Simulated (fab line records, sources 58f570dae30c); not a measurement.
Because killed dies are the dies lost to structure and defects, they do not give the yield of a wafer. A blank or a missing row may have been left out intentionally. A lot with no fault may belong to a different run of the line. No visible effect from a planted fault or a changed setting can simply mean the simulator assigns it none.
fab line records	flow berkeleyCmos170	part 1 of 2: steps 1 to 25 of 36
record: lots: 5	wafers: 15	lastDay: 12
route steps=331 shown M2@271 V2@292
lots that met no fault: taken from a fault-free run of the same line
startH: hours from the record's first day to the start of the lot's first wafer shown	waitH: hours from the lot's prior step to this one	" unchanged from the row above	L1.1+2: a single row standing in for several wafers	- no value, or no start was given	* or withheld: withheld	< > ~ a bound
route shown NAME@n: a module of which the file shows steps, and the number in the route of the first	usual: the fault-free wafers' mean and standard deviation	same: alike in all rows	chamber/n: place in a boat	sites: per-site readings	_std_site: the standard deviation of these	_edge_site: inner sites' mean taken away from outer sites' mean	radiusMm: for every site, how far away it sits from the centre of the wafer	mask NAME#n: copy n	behind: the tool/chamber that last shaped the wafer	hold: the reason the lot was held/the length of the hold in hours/how it ended	device: transistor that didn't switch, given as n, p or np	end of line: the route-end tests of the same wafers	a step given without rows: its recipe and nothing more	killed: dies lost to structure and defects at the first sort, not the wafer's yield	map: shows each die of a wafer: x if killed, . if not, _ if none is there
set.NAME: setting as actually run; set.NAME@STEP: the setting as run at that earlier step	model.NAME: the simulator's own value behind a step, which no gauge read
lots at selected steps of the route; one table per step, one row per wafer
services: when a tool's chamber went out of use (startH, in hours from the record's first day, below 0 if earlier), for how many hours, and the reason
== steps ==
step: UCB170_M2_PRE_CLEAN_00
recipe: gas: Ar	precleanEtchTimeS: 60
lot.wafer	tool	chamber	startH	waitH
L079.2+3+4	pvdSputter-02	-	226.07	0.1
L077.3+5+6	pvdSputter-03	-	226.27	0.1
L081.1+3+6	pvdSputter-04	-	242.57	0.1
L084.1+4+6	pvdSputter-04	-	261.66	0.1
L082.2+3+4	pvdSputter-03	-	264.38	0.1
step: UCB170_M2_SPUTTER_01
recipe: material: Al	targetThkNm: 900	timeS: 120	powerW: 6000	chamberPressurePa: 0.5
usual: throttleValvePct: 29.7/0.89
lot.wafer	tool	chamber	startH	waitH	throttleValvePct
L079.2	pvdSputter-02	-	226.13	0.0	29.8
L079.3	"	-	"	"	30.3
L079.4	"	-	"	"	30.1
L077.3	pvdSputter-03	-	226.33	0.0	30.7
L077.5	"	-	"	"	30.6
L077.6	"	-	"	"	29.2
L081.1	pvdSputter-04	-	242.64	0.0	30.5
L081.3	"	-	"	"	30.2
L081.6	"	-	"	"	29.7
L084.1	pvdSputter-04	-	261.73	0.0	30.3
L084.4	"	-	"	"	27.8
L084.6	"	-	"	"	29.7
L082.2	pvdSputter-03	-	264.45	0.0	29.0
L082.3	"	-	"	"	30.6
L082.4	"	-	"	"	28.7
step: UCB170_M2_RS_MEAS_02
recipe: thkMeasGauge: four-point-probe	reads: Al_of_M2_SPUTTER_01
usual: M2_AL_RS: 0.0321/0.0004
lot.wafer	tool	chamber	startH	waitH	M2_AL_RS[ohm/sq]
L079.2	filmMetro-04	-	226.26	0.1	0.0318
L079.3	"	-	"	"	0.0325
L079.4	"	-	"	"	0.0318
L077.3	filmMetro-01	-	226.46	0.1	0.0325
L077.5	"	-	"	"	0.0323
L077.6	"	-	"	"	0.0326
L081.1	filmMetro-04	-	242.72	0.0	0.0329
L081.3	"	-	"	"	0.0323
L081.6	"	-	"	"	0.0329
L084.1	filmMetro-01	-	261.81	0.0	0.0325
L084.4	"	-	"	"	0.0318
L084.6	"	-	"	"	0.0319
L082.2	filmMetro-03	-	264.55	0.1	0.0316
L082.3	"	-	"	"	0.0319
L082.4	"	-	"	"	0.0323
step: UCB170_M2_THK_MEAS_03
recipe: thkMeasGauge: xrf	reads: Al_of_M2_SPUTTER_01
usual: M2_AL_THK: 902/12
lot.wafer	tool	chamber	startH	waitH	M2_AL_THK[nm]
L079.2	filmMetro-04	-	226.37	0.1	911
L079.3	"	-	"	"	899
L079.4	"	-	"	"	917
L077.3	filmMetro-01	-	226.56	0.1	891
L077.5	"	-	"	"	896
L077.6	"	-	"	"	891
L081.1	filmMetro-04	-	242.84	0.1	886
L081.3	"	-	"	"	903
L081.6	"	-	"	"	887
L084.1	filmMetro-01	-	261.93	0.1	895
L084.4	"	-	"	"	913
L084.6	"	-	"	"	907
L082.2	filmMetro-03	-	264.66	0.1	911
L082.3	"	-	"	"	902
L082.4	"	-	"	"	888
step: UCB170_M2_HMDS_04
recipe: primeTimeS: 60	primeTempC: 100
usual: exhaustPa: 44.9/0.89
lot.wafer	tool	chamber	startH	waitH	exhaustPa
L079.2	lithoTrack-01	0	226.64	0.3	44.0
L079.3	"	0	"	"	43.9
L079.4	"	0	"	"	44.5
L077.3	lithoTrack-04	0	226.84	0.3	44.5
L077.5	"	0	"	"	43.9
L077.6	"	0	"	"	45.7
L081.1	lithoTrack-03	0	242.90	0.1	46.8
L081.3	"	0	"	"	45.8
L081.6	"	0	"	"	46.7
L084.1	lithoTrack-03	0	262.20	0.3	45.3
L084.4	"	0	"	"	44.8
L084.6	"	0	"	"	45.7
L082.2	lithoTrack-01	0	265.79	1.1	43.5
L082.3	"	0	"	"	43.4
L082.4	"	0	"	"	44.5
step: UCB170_M2_COAT_05
recipe: resist: KrF	spinRpm: 1500	resistThkNm: 900
usual: exhaustPa: 44.8/0.91
lot.wafer	tool	chamber	startH	waitH	exhaustPa
L079.2	lithoTrack-01	0	226.79	0.1	44.7
L079.3	"	0	"	"	45.5
L079.4	"	0	"	"	45.8
L077.3	lithoTrack-04	0	226.99	0.1	43.9
L077.5	"	0	"	"	44.5
L077.6	"	0	"	"	44.6
L081.1	lithoTrack-03	0	243.05	0.1	46.0
L081.3	"	0	"	"	46.0
L081.6	"	0	"	"	46.8
L084.1	lithoTrack-03	0	262.35	0.1	46.8
L084.4	"	0	"	"	46.0
L084.6	"	0	"	"	45.5
L082.2	lithoTrack-01	0	265.94	0.1	43.7
L082.3	"	0	"	"	44.3
L082.4	"	0	"	"	44.8
step: UCB170_M2_SOFTBAKE_06
recipe: resist: KrF	tempC: 130	timeS: 60
usual: exhaustPa: 45.1/0.96
lot.wafer	tool	chamber	startH	waitH	exhaustPa
L079.2	lithoTrack-01	0	226.94	0.1	45.0
L079.3	"	0	"	"	45.9
L079.4	"	0	"	"	45.4
L077.3	lithoTrack-04	0	227.14	0.1	43.7
L077.5	"	0	"	"	43.6
L077.6	"	0	"	"	43.6
L081.1	lithoTrack-03	0	243.20	0.1	45.3
L081.3	"	0	"	"	45.7
L081.6	"	0	"	"	46.0
L084.1	lithoTrack-03	0	262.50	0.1	44.0
L084.4	"	0	"	"	44.2
L084.6	"	0	"	"	45.8
L082.2	lithoTrack-01	0	266.09	0.1	45.6
L082.3	"	0	"	"	46.5
L082.4	"	0	"	"	46.6
step: UCB170_M2_STRIP_07
recipe: chemistry: O2	powerW: 400	pressureMtorr: 3500	platenTempC: withheld	o2FlowSccm: 400	overashFraction: 0.5
usual: drypumpMotorCurrentA: 5.55/0.17	oesProductAu: 0.734/0.0048	stripTimeToEndpointS: 21.97/0.063
lot.wafer	tool	chamber	startH	waitH	drypumpMotorCurrentA	oesProductAu	rfHoursCounterH	stripTimeToEndpointS
L079.2	plasmaAsher-02	1	227.06	0.1	5.64	0.735	46	21.91
L079.3	"	1	"	"	5.64	0.731	-	21.91
L079.4	"	0	"	"	5.90	0.740	-	21.88
L077.3	plasmaAsher-04	0	227.27	0.1	5.43	0.723	-	21.87
L077.5	"	0	"	"	5.45	0.736	-	21.88
L077.6	"	1	"	"	5.46	0.742	-	21.89
L081.1	plasmaAsher-04	0	243.35	0.1	5.43	0.740	53	22.10
L081.3	"	1	"	"	5.46	0.734	-	22.02
L081.6	"	0	"	"	5.43	0.734	-	22.05
L084.1	plasmaAsher-04	1	262.65	0.1	5.48	0.732	55	21.94
L084.4	"	1	"	"	5.49	0.737	-	21.95
L084.6	"	1	"	"	5.49	0.732	-	21.93
L082.2	plasmaAsher-04	0	266.22	0.1	5.44	0.739	55	21.95
L082.3	"	0	"	"	5.45	0.731	-	22.00
L082.4	"	1	"	"	5.45	0.735	-	21.99
step: UCB170_M2_STRIP_08
recipe: chemistry: DMSO	tempC: 80	timeS: 600	material: KrF
lot.wafer	tool	chamber	startH	waitH
L077.3+5+6	wetBench-03	0	227.34	0.0
L079.2+3+4	wetBench-03	1	227.34	0.2
L081.1+3+6	wetBench-02	3	243.45	0.1
L084.1+4+6	wetBench-02	0	262.75	0.1
L082.2+3+4	wetBench-02	1	268.46	2.2
step: UCB170_M2_COAT_09
recipe: resist: BARC	tempC: withheld	timeS: withheld	spinRpm: 3000	resistThkNm: withheld
usual: exhaustPa: 45.0/0.79
lot.wafer	tool	chamber	startH	waitH	exhaustPa
L079.2	lithoTrack-04	0	227.71	0.2	45.6
L079.3	"	0	"	"	44.2
L079.4	"	0	"	"	44.6
L077.3	lithoTrack-03	0	227.85	0.3	44.5
L077.5	"	0	"	"	44.6
L077.6	"	0	"	"	45.3
L081.1	lithoTrack-04	0	243.64	0.0	44.9
L081.3	"	0	"	"	44.6
L081.6	"	0	"	"	44.0
L084.1	lithoTrack-01	0	263.52	0.6	44.2
L084.4	"	0	"	"	45.7
L084.6	"	0	"	"	44.7
L082.2	lithoTrack-01	0	269.05	0.4	47.2
L082.3	"	0	"	"	43.7
L082.4	"	0	"	"	45.5
step: UCB170_M2_COAT_10
recipe: resist: KrF	spinRpm: 1500	resistThkNm: 900
usual: exhaustPa: 45.1/0.94
lot.wafer	tool	chamber	startH	waitH	exhaustPa
L079.2	lithoTrack-04	0	-	-	44.7
L079.3	"	0	"	"	45.7
L079.4	"	0	"	"	45.4
L077.3	lithoTrack-03	0	-	-	45.5
L077.5	"	0	"	"	44.7
L077.6	"	0	"	"	45.9
L081.1	lithoTrack-04	0	-	-	47.1
L081.3	"	0	"	"	45.7
L081.6	"	0	"	"	45.8
L084.1	lithoTrack-01	0	-	-	43.3
L084.4	"	0	"	"	44.0
L084.6	"	0	"	"	43.7
L082.2	lithoTrack-01	0	-	-	44.8
L082.3	"	0	"	"	46.2
L082.4	"	0	"	"	44.7
step: UCB170_M2_SOFTBAKE_11
recipe: resist: KrF	tempC: 130	timeS: 60
usual: exhaustPa: 44.9/0.85
lot.wafer	tool	chamber	startH	waitH	exhaustPa
L079.2	lithoTrack-04	0	-	-	46.2
L079.3	"	0	"	"	45.8
L079.4	"	0	"	"	46.2
L077.3	lithoTrack-03	0	-	-	43.8
L077.5	"	0	"	"	45.1
L077.6	"	0	"	"	45.2
L081.1	lithoTrack-04	0	-	-	45.6
L081.3	"	0	"	"	45.0
L081.6	"	0	"	"	45.4
L084.1	lithoTrack-01	0	-	-	46.0
L084.4	"	0	"	"	46.8
L084.6	"	0	"	"	45.3
L082.2	lithoTrack-01	0	-	-	44.5
L082.3	"	0	"	"	45.3
L082.4	"	0	"	"	45.7
step: UCB170_M2_EXPOSE_12
recipe: maskId: METAL2	targetCdNm: 700	na: 0.5	sigmaOuter: 0.6	sourceShape: conventional	doseMj: 26
usual: focusOffsetNm: 0.0/0.52	reticleTempC: 22.99/0.12
lot.wafer	tool	chamber	startH	waitH	mask	focusOffsetNm	reticleTempC
L079.2	krfScanner-02	0	228.28	-	METAL2#0	-0.2	22.95
L079.3	"	0	"	"	METAL2#0	-0.5	23.01
L079.4	"	0	"	"	METAL2#0	-0.2	23.10
L077.3	krfScanner-01	0	228.54	-	METAL2#0	-0.7	23.03
L077.5	"	0	"	"	METAL2#0	0.3	23.08
L077.6	"	0	"	"	METAL2#0	0.0	23.02
L081.1	krfScanner-01	0	244.22	-	METAL2#0	-0.7	23.07
L081.3	"	0	"	"	METAL2#0	-0.2	22.93
L081.6	"	0	"	"	METAL2#0	0.7	23.13
L084.1	krfScanner-01	0	-	-	METAL2#0	-0.2	23.10
L084.4	"	0	"	"	METAL2#0	-0.2	22.94
L084.6	"	0	"	"	METAL2#0	-0.7	23.02
L082.2	krfScanner-01	0	269.49	-	METAL2#0	0.1	22.90
L082.3	"	0	"	"	METAL2#0	-0.1	23.16
L082.4	"	0	"	"	METAL2#0	0.4	23.01
step: UCB170_M2_PEB_13
recipe: pebTempC: 130	pebTimeS: withheld	resist: KrF
usual: exhaustPa: 45.0/0.86
lot.wafer	tool	chamber	startH	waitH	exhaustPa
L079.2	lithoTrack-01	0	228.71	0.4	44.6
L079.3	"	0	"	"	44.2
L079.4	"	0	"	"	45.9
L077.3	lithoTrack-03	0	228.75	0.2	43.7
L077.5	"	0	"	"	45.6
L077.6	"	0	"	"	44.4
L081.1	lithoTrack-01	0	244.78	0.5	44.9
L081.3	"	0	"	"	44.5
L081.6	"	0	"	"	46.1
L084.1	lithoTrack-04	0	-	-	44.7
L084.4	"	0	"	"	45.7
L084.6	"	0	"	"	44.8
L082.2	lithoTrack-01	0	269.95	0.4	45.7
L082.3	"	0	"	"	44.7
L082.4	"	0	"	"	44.6
step: UCB170_M2_DEVELOP_14
recipe: developer: TMAH	developTimeS: 45	resist: KrF	devTempC: 21
usual: exhaustPa: 45.0/0.86
lot.wafer	tool	chamber	startH	waitH	exhaustPa
L079.2	lithoTrack-01	0	-	-	44.6
L079.3	"	0	"	"	44.5
L079.4	"	0	"	"	44.6
L077.3	lithoTrack-03	0	-	-	44.5
L077.5	"	0	"	"	45.4
L077.6	"	0	"	"	45.2
L081.1	lithoTrack-01	0	-	-	45.7
L081.3	"	0	"	"	44.3
L081.6	"	0	"	"	46.1
L084.1	lithoTrack-04	0	-	-	44.9
L084.4	"	0	"	"	44.2
L084.6	"	0	"	"	45.2
L082.2	lithoTrack-01	0	-	-	45.3
L082.3	"	0	"	"	46.6
L082.4	"	0	"	"	46.2
step: UCB170_M2_CD_MEAS_15
recipe: targetCdNm: 700
usual: cdNm: 700.5/1.2
lot.wafer	tool	chamber	startH	waitH	cdNm
L079.2	cdSem-02	-	228.98	-	701.5
L079.3	"	-	"	"	700.0
L079.4	"	-	"	"	700.5
L077.3	cdSem-01	-	229.02	-	700.2
L077.5	"	-	"	"	699.6
L077.6	"	-	"	"	698.6
L081.1	cdSem-01	-	245.06	-	701.3
L081.3	"	-	"	"	699.9
L081.6	"	-	"	"	701.8
L084.1	cdSem-02	-	265.55	-	700.2
L084.4	"	-	"	"	700.1
L084.6	"	-	"	"	700.5
L082.2	cdSem-01	-	270.22	-	701.2
L082.3	"	-	"	"	700.1
L082.4	"	-	"	"	700.6
step: UCB170_M2_OVL_MEAS_16
usual: M2_OVL: 0/5.7
lot.wafer	tool	chamber	startH	waitH	M2_OVL[nm]
L079.2	overlay-01	-	229.09	0.1	-1
L079.3	"	-	"	"	-3
L079.4	"	-	"	"	-5
L077.3	overlay-02	-	229.11	0.1	-2
L077.5	"	-	"	"	1
L077.6	"	-	"	"	-5
L081.1	overlay-02	-	245.18	0.1	0
L081.3	"	-	"	"	3
L081.6	"	-	"	"	1
L084.1	overlay-01	-	265.67	0.1	6
L084.4	"	-	"	"	10
L084.6	"	-	"	"	4
L082.2	overlay-02	-	270.33	0.1	7
L082.3	"	-	"	"	8
L082.4	"	-	"	"	4
step: UCB170_M2_ETCH_17
recipe: chemistry: N2/H2	targetDepthA: withheld	overetchA: withheld	target: BARC	timeS: withheld	sourceW: 500	biasW: 100	pressureMtorr: 30	n2FlowSccm: 100	h2FlowSccm: 200
usual: drypumpMotorCurrentA: 5.7/0.48	oesProductAu: 1.004/0.024	throttleValvePct: 13.31/0.13
lot.wafer	tool	chamber	startH	waitH	drypumpMotorCurrentA	oesProductAu	throttleValvePct
L079.2	rieDiel-03	3	229.12	0.0	5.0	0.982	13.27
L079.3	"	2	"	"	5.2	0.985	13.52
L079.4	"	1	"	"	6.0	1.017	13.34
L077.3	rieDiel-04	3	229.14	0.0	6.4	0.972	13.26
L077.5	"	0	"	"	6.0	0.999	13.33
L077.6	"	1	"	"	6.1	0.976	13.33
L081.1	rieDiel-02	3	245.21	0.0	5.3	0.985	13.39
L081.3	"	2	"	"	4.9	0.987	13.62
L081.6	"	3	"	"	5.3	0.985	13.41
L084.1	rieDiel-04	1	265.71	0.0	6.1	0.976	13.32
L084.4	"	0	"	"	6.0	1.004	13.33
L084.6	"	3	"	"	6.4	0.974	13.25
L082.2	rieDiel-02	2	270.36	0.0	4.9	1.000	13.60
L082.3	"	0	"	"	5.3	1.061	13.18
L082.4	"	1	"	"	5.4	1.031	13.15
step: UCB170_M2_METAL_ETCH_18
recipe: chemistry: Cl2/BCl3	target: Al	stopOn: SiO2	pressureMtorr: 12	targetDepthA: 11700	overEtchFrac: 0.3	timeS: 195	icpW: 600	biasW: 120	Cl2_flow_sccm: 90	bcl3FlowSccm: 45
usual: drypumpMotorCurrentA: 5.6/0.39	mfcCl2Sccm: 89.99/0.28	oesProductAu: 0.856/0.017	throttleValvePct: 24.40/0.15
lot.wafer	tool	chamber	startH	waitH	drypumpMotorCurrentA	mfcCl2Sccm	oesProductAu	rfHoursCounterH	throttleValvePct
L079.2	rieMetal-01	1	229.16	-	5.5	90.30	0.854	3	24.33
L079.3	"	0	"	"	5.5	89.93	0.869	-	24.36
L079.4	"	1	"	"	5.5	90.01	0.851	-	24.32
L077.3	rieMetal-02	0	229.24	-	4.7	90.24	0.828	-	24.72
L077.5	"	1	"	"	6.0	90.01	0.851	-	24.46
L077.6	"	0	"	"	4.7	90.02	0.828	-	24.72
L081.1	rieMetal-01	1	245.26	-	5.5	89.62	0.834	3	24.35
L081.3	"	1	"	"	5.5	90.02	0.844	-	24.33
L081.6	"	1	"	"	5.5	90.14	0.836	-	24.35
L084.1	rieMetal-04	1	265.75	-	5.8	90.35	0.852	7	24.38
L084.4	"	0	"	"	5.5	89.87	0.850	-	24.22
L084.6	"	0	"	"	5.4	89.81	0.849	-	24.21
L082.2	rieMetal-01	0	270.46	-	5.5	89.70	0.893	-	24.35
L082.3	"	0	"	"	5.5	89.61	0.888	-	24.34
L082.4	"	0	"	"	5.5	89.92	0.887	-	24.34
step: UCB170_M2_STRIP_19
recipe: chemistry: O2	powerW: 400	pressureMtorr: 3500	platenTempC: withheld	o2FlowSccm: 400	overashFraction: 0.5
usual: drypumpMotorCurrentA: 5.67/0.19	oesProductAu: 0.556/0.03
lot.wafer	tool	chamber	startH	waitH	drypumpMotorCurrentA	oesProductAu	rfHoursCounterH
L079.2	plasmaAsher-04	1	229.35	0.1	5.50	0.534	51
L079.3	"	1	"	"	5.49	0.539	-
L079.4	"	0	"	"	5.40	0.533	-
L077.3	plasmaAsher-02	0	229.40	0.1	5.93	0.535	-
L077.5	"	0	"	"	5.93	0.515	-
L077.6	"	1	"	"	5.66	0.543	-
L081.1	plasmaAsher-04	1	245.44	0.1	5.48	0.533	53
L081.3	"	1	"	"	5.48	0.533	-
L081.6	"	1	"	"	5.48	0.521	-
L084.1	plasmaAsher-02	1	265.94	0.1	5.64	0.588	50
L084.4	"	1	"	"	5.66	0.598	-
L084.6	"	1	"	"	5.65	0.605	-
L082.2	plasmaAsher-04	1	270.77	0.2	5.48	0.534	56
L082.3	"	0	"	"	5.41	0.544	-
L082.4	"	1	"	"	5.46	0.534	-
step: UCB170_M2_CD_MEAS_90
recipe: targetCdNm: 700
usual: cdNm: 703/5
lot.wafer	tool	chamber	startH	waitH	cdNm
L079.2	cdSem-01	-	229.49	0.1	703
L079.3	"	-	"	"	703
L079.4	"	-	"	"	701
L077.3	cdSem-02	-	229.57	0.1	697
L077.5	"	-	"	"	703
L077.6	"	-	"	"	696
L081.1	cdSem-01	-	245.54	0.1	700
L081.3	"	-	"	"	697
L081.6	"	-	"	"	699
L084.1	cdSem-02	-	266.04	0.1	707
L084.4	"	-	"	"	702
L084.6	"	-	"	"	703
L082.2	cdSem-02	-	270.89	0.1	705
L082.3	"	-	"	"	704
L082.4	"	-	"	"	701
step: UCB170_V2_CVD_00
recipe: material: SiO2	targetThkNm: 2000	tempC: 390	precursor: TEOS/O2	timeS: 250	rfW: 550	pressureMtorr: 9000
usual: heaterPowerW: 237/57
lot.wafer	tool	chamber	startH	waitH	heaterPowerW
L079.2	pecvd-04	1	229.59	0.1	319
L079.3	"	0	"	"	314
L079.4	"	0	"	"	232
L077.3	pecvd-03	2	229.65	0.1	294
L077.5	"	1	"	"	229
L077.6	"	2	"	"	233
L081.1	pecvd-04	0	245.66	0.1	272
L081.3	"	2	"	"	303
L081.6	"	1	"	"	238
L084.1	pecvd-03	1	266.16	0.1	202
L084.4	"	2	"	"	334
L084.6	"	1	"	"	243
L082.2	pecvd-03	0	270.99	0.1	298
L082.3	"	1	"	"	171
L082.4	"	1	"	"	237
step: UCB170_V2_THK_MEAS_01
recipe: reads: SiO2_of_V2_CVD_00
usual: V2_TEOS_THK: 1984/31
lot.wafer	tool	chamber	startH	waitH	V2_TEOS_THK[nm]
L079.2	filmMetro-04	-	229.75	0.1	1996
L079.3	"	-	"	"	2005
L079.4	"	-	"	"	2036
L077.3	filmMetro-03	-	229.83	0.1	1936
L077.5	"	-	"	"	2021
L077.6	"	-	"	"	1962
L081.1	filmMetro-04	-	245.82	0.1	1979
L081.3	"	-	"	"	2018
L081.6	"	-	"	"	2008
L084.1	filmMetro-03	-	266.31	0.1	1976
L084.4	"	-	"	"	1964
L084.6	"	-	"	"	1992
L082.2	filmMetro-02	-	271.16	0.1	1986
L082.3	"	-	"	"	1973
L082.4	"	-	"	"	2022
step: UCB170_V2_CMP_02
recipe: material: SiO2	downForcePsi: 6	platenRpm: 60	padVelocityMS: 0.75398
usual: motorCurrentA: 15.4/1.5
lot.wafer	tool	chamber	startH	waitH	motorCurrentA
L079.3	cmp-01	3	229.80	0.0	16.7
L079.4	"	0	"	"	13.7
L079.2	"	1	"	"	17.7
L077.3	cmp-02	2	230.03	0.2	15.4
L077.6	"	1	"	"	13.3
L077.5	"	2	"	"	16.5
L081.3	cmp-02	3	245.88	0.0	16.2
L081.1	"	1	"	"	12.8
L081.6	"	0	"	"	15.2
L084.1	cmp-01	3	266.37	0.1	18.1
L084.4	"	0	"	"	13.3
L084.6	"	0	"	"	13.3
L082.2	cmp-01	0	271.21	0.0	13.9
L082.3	"	1	"	"	18.9
L082.4	"	3	"	"	17.4
step: UCB170_V2_BOW_MEAS_03
recipe: mode: bow
usual: V2_BOW: 38/7.3
lot.wafer	tool	chamber	startH	waitH	V2_BOW[um]
L079.2	filmMetro-04	-	230.12	0.2	35
L079.3	"	-	"	"	42
L079.4	"	-	"	"	38
L077.3	filmMetro-02	-	230.32	0.2	29
L077.5	"	-	"	"	25
L077.6	"	-	"	"	23
L081.1	filmMetro-04	-	246.18	0.1	38
L081.3	"	-	"	"	42
L081.6	"	-	"	"	42
L084.1	filmMetro-03	-	266.67	0.2	40
L084.4	"	-	"	"	35
L084.6	"	-	"	"	38
L082.2	filmMetro-03	-	271.53	0.3	23
L082.3	"	-	"	"	49
L082.4	"	-	"	"	34
